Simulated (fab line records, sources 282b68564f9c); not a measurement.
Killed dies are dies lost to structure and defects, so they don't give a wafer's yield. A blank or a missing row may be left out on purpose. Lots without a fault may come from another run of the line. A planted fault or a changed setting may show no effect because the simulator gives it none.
fab line records | flow rit_cmos
record lots=6 wafers=18 last_day=7
route steps=202 shown GATE@77 FOX2@80 M1@202
lots that met no fault: from a run of the same line without faults
start_h: hours from the record's first day to the start of the lot's first wafer shown | wait_h: hours since the lot's step before | " the same as in the row above | L1.1+2: a row that stands for several wafers | - no value, or no start given | * or withheld: withheld | < > ~ a bound
route shown NAME@n: a module of which the file shows steps, and the number in the route of the first | usual: mean/standard deviation of fault-free wafers | same: alike in all rows | chamber/n: place in a boat | sites: the reading at each site | _std_site: their standard deviation | _edge_site: outer sites' mean less inner sites' | radius_mm: how far each site lies from the wafer's centre | mask NAME#n: copy n | behind: the tool/chamber that last shaped the wafer | hold: why the lot was held/for how many hours/how that ended | device: the transistor (n, p or np) that didn't switch | end of line: the same wafers' tests at the end of the route | a step without rows: its recipe alone | killed: dies lost to structure and defects at the first sort, not the wafer's yield | map: a wafer's dies, x killed, . not, _ none there
set.NAME: the setting as run; set.NAME@STEP: as run at that earlier step | model.NAME: the simulator's own value behind a step, which no gauge read
lots at some steps of the route; a table a step, a row a wafer
services: from which hour (start_h, from the record's first day; less than 0 if before it) a tool's chamber was out of use, for how many hours, and why
## steps
# step RIT_GATE_CLEAN_02
# recipe chemistry=dHF dilution=50:1 time_s=30
# step RIT_GATE_CLEAN_03
# recipe chemistry=SC2 mix=3:3:50 time_s=600 temp_c=75 dry=n2_spin
# step RIT_GATE_CLEAN_04
# recipe chemistry=dHF dilution=50:1 time_s=60 dry=n2_spin
# step RIT_FOX2_THK_MEAS_91
# recipe reads=SiO2_of_FOX2_OXIDATION_00
# usual FIELD_OXIDE_LEFT_2_THK=256/6.5
# columns lot.wafer tool chamber start_h wait_h FIELD_OXIDE_LEFT_2_THK[nm]
L999.1 film_metro-04 - 33.66 0.0 257
L999.2 " - " " 263
L999.3 " - " " 261
L100.1 film_metro-01 - 39.00 0.0 255
L100.2 " - " " 257
L100.3 " - " " 251
L101.1 film_metro-04 - 44.73 0.0 262
L101.2 " - " " 265
L101.4 " - " " 265
L103.3 film_metro-04 - 54.21 0.0 251
L103.5 " - " " 252
L103.6 " - " " 251
L120.1 film_metro-03 - 138.60 0.0 262
L120.3 " - " " 262
L120.4 " - " " 268
L121.2 film_metro-03 - 143.82 0.0 254
L121.4 " - " " 255
L121.5 " - " " 256
# step RIT_GATE_OXIDATION_05
# recipe temp_c=900 ambient=O2 target_thk_a=30 ox_time_s=270
# step RIT_GATE_ANNEAL_06
# recipe temp_c=900 time_s=600 ambient=N2O
# step RIT_GATE_THK_MEAS_07
# recipe reads=SiO2_of_GATE_OXIDATION_05
# usual GATE_OXIDE_THK=3.04/0.062
# columns lot.wafer tool chamber start_h wait_h GATE_OXIDE_THK[nm]
L999.1 film_metro-04 - 38.37 0.0 3.03
L999.2 " - " " 3.04
L999.3 " - " " 3.01
L100.1 film_metro-01 - 42.43 0.0 3.03
L100.2 " - " " 3.07
L100.3 " - " " 3.04
L101.1 film_metro-04 - 47.07 0.0 3.04
L101.2 " - " " 3.04
L101.4 " - " " 3.08
L103.3 film_metro-03 - 59.62 0.0 3.05
L103.5 " - " " 3.03
L103.6 " - " " 3.03
L120.1 film_metro-01 - 141.44 0.0 2.91
L120.3 " - " " 2.95
L120.4 " - " " 2.99
L121.2 film_metro-01 - 145.20 0.0 3.03
L121.4 " - " " 3.10
L121.5 " - " " 3.14
# step RIT_GATE_CVD_08
# recipe material=poly-Si target_thk_nm=250 temp_c=610 precursor=SiH4 time_s=2220 pressure_mtorr=300 sih4_flow_sccm=100
# step RIT_GATE_THK_MEAS_09
# recipe reads=poly-Si_of_GATE_CVD_08
# usual GATE_POLY_THK=250/3.1
# columns lot.wafer tool chamber start_h wait_h GATE_POLY_THK[nm]
L999.1 film_metro-04 - 42.26 0.0 249
L999.2 " - " " 248
L999.3 " - " " 250
L100.1 film_metro-01 - 47.21 0.0 254
L100.2 " - " " 252
L100.3 " - " " 252
L101.1 film_metro-03 - 48.83 0.0 254
L101.2 " - " " 254
L101.4 " - " " 255
L103.3 film_metro-04 - 62.10 0.0 249
L103.5 " - " " 250
L103.6 " - " " 249
L120.1 film_metro-01 - 143.49 0.0 253
L120.3 " - " " 254
L120.4 " - " " 253
L121.2 film_metro-04 - 146.88 0.0 256
L121.4 " - " " 256
L121.5 " - " " 256
# step RIT_GATE_HMDS_10
# recipe prime_time_s=60 prime_temp_c=140
# step RIT_GATE_COAT_11
# recipe resist=NOVOLAK spin_rpm=4250 resist_thk_nm=850
# step RIT_GATE_SOFTBAKE_12
# recipe resist=NOVOLAK temp_c=90 time_s=60
# step RIT_GATE_EXPOSE_13
# recipe mask_id=M6 na=0.6 source_shape=conventional sigma_outer=0.6 target_cd_nm=150 dose_mj=380
# usual exposure_dose_mJ_cm2=379.9/0.35
# columns lot.wafer tool chamber start_h wait_h mask exposure_dose_mJ_cm2
L999.1 iline_stepper-01 0 42.77 0.1 M6#0 380.1
L999.2 " 0 " " M6#0 379.4
L999.3 " 0 " " M6#0 379.5
L100.1 iline_stepper-01 0 47.81 0.1 M6#0 379.8
L100.2 " 0 " " M6#0 379.2
L100.3 " 0 " " M6#0 380.2
L101.1 iline_stepper-02 0 49.46 0.2 M6#0 380.7
L101.2 " 0 " " M6#0 379.6
L101.4 " 0 " " M6#0 380.4
L103.3 iline_stepper-01 0 62.63 0.1 M6#0 379.8
L103.5 " 0 " " M6#0 379.7
L103.6 " 0 " " M6#0 379.8
L120.1 iline_stepper-01 0 144.12 0.2 M6#0 315.7
L120.3 " 0 " " M6#0 315.9
L120.4 " 0 " " M6#0 316.3
L121.2 iline_stepper-01 0 147.40 0.1 M6#0 328.4
L121.4 " 0 " " M6#0 328.8
L121.5 " 0 " " M6#0 328.6
# step RIT_GATE_PEB_14
# recipe resist=NOVOLAK temp_c=withheld time_s=withheld
# step RIT_GATE_DEVELOP_15
# recipe resist=NOVOLAK develop_time_s=50 dev_temp_c=23
# step RIT_GATE_CD_MEAS_16
# recipe target_cd_nm=150
# usual cd_nm=151.5/2
# columns lot.wafer tool chamber start_h wait_h cd_nm
L999.1 cd_sem-02 - 43.17 - 152.4
L999.2 " - " " 153.6
L999.3 " - " " 151.7
L100.1 cd_sem-02 - 48.21 - 150.0
L100.2 " - " " 149.5
L100.3 " - " " 151.8
L101.1 cd_sem-02 - 49.86 - 149.2
L101.2 " - " " 150.6
L101.4 " - " " 149.4
L103.3 cd_sem-02 - 63.03 - 151.9
L103.5 " - " " 151.2
L103.6 " - " " 151.2
L120.1 cd_sem-02 - 144.52 - 247.2
L120.3 " - " " 247.3
L120.4 " - " " 245.4
L121.2 cd_sem-01 - 147.80 - 226.1
L121.4 " - " " 227.1
L121.5 " - " " 226.3
# step RIT_GATE_OVL_MEAS_17
# usual GATE_OVL=0.4/1.4
# columns lot.wafer tool chamber start_h wait_h GATE_OVL[nm]
L999.1 overlay-01 - 43.29 0.1 -0.1
L999.2 " - " " -0.4
L999.3 " - " " -0.3
L100.1 overlay-01 - 48.33 0.1 1.4
L100.2 " - " " 3.8
L100.3 " - " " 1.9
L101.1 overlay-01 - 49.98 0.1 0.5
L101.2 " - " " 2.0
L101.4 " - " " 0.1
L103.3 overlay-01 - 63.12 0.1 0.3
L103.5 " - " " 0.7
L103.6 " - " " 0.6
L120.1 overlay-02 - 144.64 0.1 0.2
L120.3 " - " " -2.1
L120.4 " - " " -2.9
L121.2 overlay-02 - 147.91 0.1 -0.2
L121.4 " - " " 0.0
L121.5 " - " " 0.6
# step RIT_GATE_HARDBAKE_18
# recipe resist=NOVOLAK temp_c=140 time_s=60
# step RIT_GATE_ETCH_19
# recipe chemistry=SF6/CHF3/O2 time_s=165 SF6_flow_sccm=30 CHF3_flow_sccm=30 O2_flow_sccm=5 target=poly-Si pressure_mtorr=40 rf_w=160 target_depth_a=3125 over_etch_frac=0.25 stop_on=SiO2
# usual SF6_flow_sccm=30.00/0.08 chamber_pressure_mTorr=40.00/0.037 drypump_motor_current_A=5.7/0.66 he_backside_leak_sccm=2.8/0.47 oes_product_au=0.850/0.017 rf_fwd_power_W=159.4/0.57 throttle_valve_pct=10.28/0.1
# columns lot.wafer tool chamber start_h wait_h SF6_flow_sccm chamber_pressure_mTorr drypump_motor_current_A he_backside_leak_sccm oes_product_au rf_fwd_power_W rf_hours_counter_h throttle_valve_pct model.GATE.cd_nm
L999.1 rie_si-02 2 43.48 0.1 30.03 39.98 4.8 2.9 0.852 158.9 64 10.28 152.3
L999.2 " 3 " " 30.07 40.04 6.0 2.4 0.816 159.0 32 10.20 153.6
L999.3 " 1 " " 30.05 40.00 6.1 2.3 0.870 159.1 59 10.51 151.5
L100.1 rie_si-01 1 48.51 0.1 30.15 40.02 6.7 5.1 0.855 161.0 40 10.32 150.3
L100.2 " 3 " " 29.97 39.98 5.9 2.9 0.859 159.6 144 10.16 149.2
L100.3 " 0 " " 30.04 39.99 4.9 3.2 0.868 159.6 58 10.30 151.8
L101.1 rie_si-02 0 50.17 0.1 29.89 39.97 6.2 3.1 0.844 160.0 116 10.21 149.4
L101.2 " 1 " " 29.99 39.97 6.1 2.5 0.878 159.1 59 10.51 151.1
L101.4 " 3 " " 30.13 40.02 6.0 2.3 0.850 158.8 32 10.17 149.5
L103.3 rie_si-02 0 63.32 0.1 29.96 40.03 6.2 3.1 0.828 159.6 116 10.21 151.9
L103.5 " 0 " " 29.82 39.96 6.2 3.1 0.838 160.2 - 10.20 151.2
L103.6 " 1 " " 29.95 40.01 6.1 2.3 0.876 159.0 - 10.52 151.4
L120.1 rie_si-01 2 144.83 0.1 30.10 40.05 5.0 2.8 0.852 158.4 76 10.23 246.6
L120.3 " 0 " " 30.12 40.03 4.8 3.2 0.873 159.8 59 10.31 247.5
L120.4 " 1 " " 29.95 39.90 6.7 2.7 0.853 159.2 - 10.33 245.3
L121.2 rie_si-02 2 148.09 0.1 29.88 40.00 4.8 2.8 0.878 160.0 65 10.28 226.6
L121.4 " 0 " " 29.94 40.04 6.2 3.1 0.844 159.7 117 10.22 227.6
L121.5 " 0 " " 29.87 39.95 6.2 3.0 0.856 159.1 - 10.20 226.6
# step RIT_GATE_STRIP_20
# recipe chemistry=O2 time_s=180 resist=NOVOLAK platen_temp_c=withheld power_w=500 pressure_mtorr=4000 o2_flow_sccm=4000
# usual chamber_pressure_mTorr=4000/4 drypump_motor_current_A=5.2/0.59
# columns lot.wafer tool chamber start_h wait_h chamber_pressure_mTorr drypump_motor_current_A rf_hours_counter_h
L999.1 plasma_asher-02 1 43.59 0.1 3996 5.0 21
L999.2 " 0 " " 3997 6.4 21
L999.3 " 1 " " 3995 5.0 -
L100.1 plasma_asher-01 1 48.62 0.1 4000 4.7 32
L100.2 " 0 " " 4005 5.3 32
L100.3 " 1 " " 4001 4.7 -
L101.1 plasma_asher-02 0 50.28 0.1 4000 6.5 22
L101.2 " 1 " " 4002 5.0 22
L101.4 " 1 " " 3997 4.9 -
L103.3 plasma_asher-04 0 63.49 0.1 4001 4.8 -
L103.5 " 1 " " 4002 5.2 -
L103.6 " 0 " " 3996 4.8 -
L120.1 plasma_asher-04 1 144.94 0.1 4000 5.2 58
L120.3 " 1 " " 3999 5.2 -
L120.4 " 0 " " 3996 4.8 -
L121.2 plasma_asher-01 0 148.19 0.1 4011 5.3 3
L121.4 " 1 " " 3997 4.7 -
L121.5 " 1 " " 4002 4.7 -
# step RIT_M1_PROBE_99
# usual killed_at_front_end=6.6/3 killed_dies=6.6/3 killed_on_rim=1.8/1.4 killed_open=3.4/2 killed_short=3.2/2
# same gross_dies=264 killed_at_M0_to_M3=0 killed_at_M4_up=0 killed_at_back_side=0 killed_at_contacts=0 killed_at_other=0
# columns lot.wafer tool chamber start_h wait_h killed_at_front_end killed_dies killed_on_rim killed_open killed_short
L999.1 prober-01 - 63.43 0.1 7 7 3 1 5
L999.2 prober-01 - 63.48 0.1 7 7 4 2 4
L999.3 prober-01 - 63.53 0.2 11 11 5 4 7
L100.1 prober-02 - 69.22 0.1 7 7 3 5 2
L100.2 prober-02 - 69.27 0.1 7 7 3 1 6
L100.3 prober-02 - 69.32 0.2 8 8 1 3 5
L101.1 prober-01 - 72.42 0.1 18 18 10 8 10
L101.2 prober-01 - 72.47 0.1 10 10 1 6 4
L101.4 prober-01 - 72.57 0.2 9 9 4 3 6
L103.3 prober-01 - 83.30 0.2 11 11 1 7 4
L103.5 prober-01 - 83.40 0.2 6 6 5 3 3
L103.6 prober-01 - 83.45 0.2 8 8 1 3 5
L120.1 prober-01 - 165.80 0.1 264 264 70 2 0
L120.3 prober-01 - 165.90 0.2 264 264 70 0 2
L120.4 prober-01 - 165.95 0.2 264 264 70 1 0
L121.2 prober-02 - 170.12 0.1 264 264 70 3 5
L121.4 prober-02 - 170.22 0.2 264 264 70 4 2
L121.5 prober-02 - 170.27 0.2 264 264 70 3 4
# killed by level:class
L999.1 GATE:geometric_particle:short=2 REOX:geometric_particle:short=2 REOX:geometric_particle:open=1 SILICIDE:geometric_particle:short=1 NWELL:coat_microbubble_printed=1
L999.2 REOX:geometric_particle:short=3 FOX1:geometric_particle:open=1 GATE:geometric_particle:open=1 SILICIDE:geometric_particle:short=1 PWELL:coat_microbubble_printed=1
L999.3 REOX:geometric_particle:open=3 FOX1:geometric_particle:short=2 GATE:geometric_particle:short=2 SPACER:geometric_particle:short=1 GATE:geometric_particle:open=1 REOX:geometric_particle:short=1 SILICIDE:geometric_particle:short=1
L100.1 FOX1:geometric_particle:open=1 FOX2:geometric_particle:open=1 GATE:geometric_particle:short=1 GATE:geometric_particle:open=1 REOX:geometric_particle:open=1 SPACER:geometric_particle:short=1 SILICIDE:geometric_particle:open=1
L100.2 FOX2:geometric_particle:short=3 GATE:geometric_particle:short=3 REOX:geometric_particle:open=1
L100.3 GATE:geometric_particle:short=3 GATE:geometric_particle:open=2 REOX:geometric_particle:open=1 REOX:geometric_particle:short=1 SPACER:geometric_particle:short=1
L101.1 GATE:geometric_particle:short=6 GATE:geometric_particle:open=3 SPACER:geometric_particle:short=3 SPACER:geometric_particle:open=2 FOX2:geometric_particle:open=1 REOX:geometric_particle:open=1 REOX:geometric_particle:short=1 SILICIDE:geometric_particle:open=1
L101.2 FOX2:geometric_particle:open=3 GATE:geometric_particle:short=2 REOX:geometric_particle:open=2 FOX1:geometric_particle:short=1 REOX:geometric_particle:short=1 SPACER:geometric_particle:open=1
L101.4 GATE:geometric_particle:short=3 FOX1:geometric_particle:open=1 GATE:geometric_particle:open=1 REOX:geometric_particle:open=1 REOX:geometric_particle:short=1 SPACER:geometric_particle:short=1 SILICIDE:geometric_particle:short=1
L103.3 FOX2:geometric_particle:open=2 FOX2:geometric_particle:short=2 REOX:geometric_particle:open=2 ACTIVE:geometric_particle:open=1 GATE:geometric_particle:open=1 GATE:geometric_particle:short=1 SPACER:geometric_particle:open=1 SILICIDE:geometric_particle:short=1
L103.5 SPACER:geometric_particle:open=2 REOX:geometric_particle:short=1 SPACER:geometric_particle:short=1 SILICIDE:geometric_particle:short=1 SILICIDE:geometric_particle:open=1
L103.6 SILICIDE:geometric_particle:short=2 FOX1:geometric_particle:open=1 FOX2:geometric_particle:short=1 GATE:geometric_particle:short=1 GATE:geometric_particle:open=1 REOX:geometric_particle:short=1 REOX:geometric_particle:open=1
L120.1 GATE:area_expose=261 GATE:geometric_particle:open=1 SPACER:geometric_particle:open=1 NSD:coat_microbubble_printed=1
L120.3 GATE:area_expose=261 REOX:geometric_particle:short=1 SILICIDE:geometric_particle:short=1 NSD:coat_microbubble_printed=1
L120.4 GATE:area_expose=263 GATE:geometric_particle:open=1
L121.2 GATE:area_expose=256 GATE:geometric_particle:short=2 GATE:geometric_particle:open=2 FOX1:geometric_particle:open=1 FOX1:geometric_particle:short=1 FOX2:geometric_particle:short=1 SPACER:geometric_particle:short=1
L121.4 GATE:area_expose=258 GATE:geometric_particle:open=2 SILICIDE:geometric_particle:open=2 SPACER:geometric_particle:short=1 SILICIDE:geometric_particle:short=1
L121.5 GATE:area_expose=257 GATE:geometric_particle:short=2 SPACER:geometric_particle:open=2 FOX1:geometric_particle:short=1 GATE:geometric_particle:open=1 SILICIDE:geometric_particle:short=1
# map L120.1 (x killed, . not)
________xxxxxxx_______
_____xxxxxxxxxxxxx____
____xxxxxxxxxxxxxxx___
___xxxxxxxxxxxxxxxxx__
__xxxxxxxxxxxxxxxxxxx_
__xxxxxxxxxxxxxxxxxxx_
_xxxxxxxxxxxxxxxxxxxxx
_xxxxxxxxxxxxxxxxxxxxx
_xxxxxxxxxxxxxxxxxxxxx
_xxxxxxxxxxxxxxxxxxxxx
__xxxxxxxxxxxxxxxxxxx_
__xxxxxxxxxxxxxxxxxxx_
___xxxxxxxxxxxxxxxxx__
____xxxxxxxxxxxxxxx___
_____xxxxxxxxxxxxx____
________xxxxxxx_______
# map L121.2 (x killed, . not)
________xxxxxxx_______
_____xxxxxxxxxxxxx____
____xxxxxxxxxxxxxxx___
___xxxxxxxxxxxxxxxxx__
__xxxxxxxxxxxxxxxxxxx_
__xxxxxxxxxxxxxxxxxxx_
_xxxxxxxxxxxxxxxxxxxxx
_xxxxxxxxxxxxxxxxxxxxx
_xxxxxxxxxxxxxxxxxxxxx
_xxxxxxxxxxxxxxxxxxxxx
__xxxxxxxxxxxxxxxxxxx_
__xxxxxxxxxxxxxxxxxxx_
___xxxxxxxxxxxxxxxxx__
____xxxxxxxxxxxxxxx___
_____xxxxxxxxxxxxx____
________xxxxxxx_______
## services
# columns tool chamber start_h hours kind
rie_si-02 - 19.90 0.1 repair
iline_stepper-02 - 31.40 1.7 pm
iline_stepper-02 - 35.11 0.9 repair
iline_stepper-01 0 35.88 - calibration
plasma_asher-01 - 38.42 0.3 repair
iline_stepper-02 0 64.84 - calibration
iline_stepper-01 - 86.13 1.8 repair
plasma_asher-01 - 108.75 9.0 pm
plasma_asher-01 0 108.75 9.0 vent_cycle
plasma_asher-01 1 108.75 9.0 vent_cycle
plasma_asher-01 0 117.75 - clean
plasma_asher-01 1 117.75 - clean
rie_si-01 3 122.60 8.2 repair
rie_si-02 1 136.18 2.5 repair
rie_si-01 3 139.31 - clean
rie_si-01 3 139.31 18.0 scheduled_down
rie_si-01 3 139.31 18.0 vent_cycle
iline_stepper-02 - 145.01 10.1 repair
iline_stepper-02 - 147.44 7.0 repair
## key
first_sign step=RIT_GATE_EXPOSE_13 reading=exposure_dose_mJ_cm2 direction=down sigmas=99+ usual=379.9 struck=322.3
effect step=RIT_GATE_CD_MEAS_16 reading=cd_nm direction=up sigmas=42 usual=151.5 struck=236.6 through=control_loop
effect step=RIT_M1_PROBE_99 reading=killed_at_front_end direction=up sigmas=87 usual=6.6 struck=264
model_effect step=RIT_GATE_ETCH_19 value=GATE.cd_nm without=152.4 struck=236.7
more_kills_born_at RIT_GATE_EXPOSE_13@iline_stepper-01=1556
met_at RIT_GATE_EXPOSE_13
struck_wafers L120.1,L120.3,L120.4,L121.2,L121.4,L121.5
later_rows_left_out L120.1,L120.3,L120.4,L121.2,L121.4,L121.5
tester_left_out L120,L121
loop_trim step=RIT_GATE_EXPOSE_13 setting=dose lots=L121
onset_between 62.63 144.12
fault kind=process_parameter_drift tool=iline_stepper-01 chamber=- onset_h=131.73 steps=RIT_GATE_EXPOSE_13 channel=dose_mj offset=-63.598 shape=step acts_in=these_recipes_only stated=380
# tester_left_out: of these lots the tester's yield and bins aren't shown, on N5 and GAA mostly nor the transistor test; their killed dies are dies lost to structure and defects alone, not to doping, threshold or leakage, so they don't give the yield
# later_rows_left_out: the simulator's readings of these wafers behind a module that went badly wrong aren't trusted and aren't shown, but for the sort
# loop_trim: a control loop set the setting to another value than it would have without faults
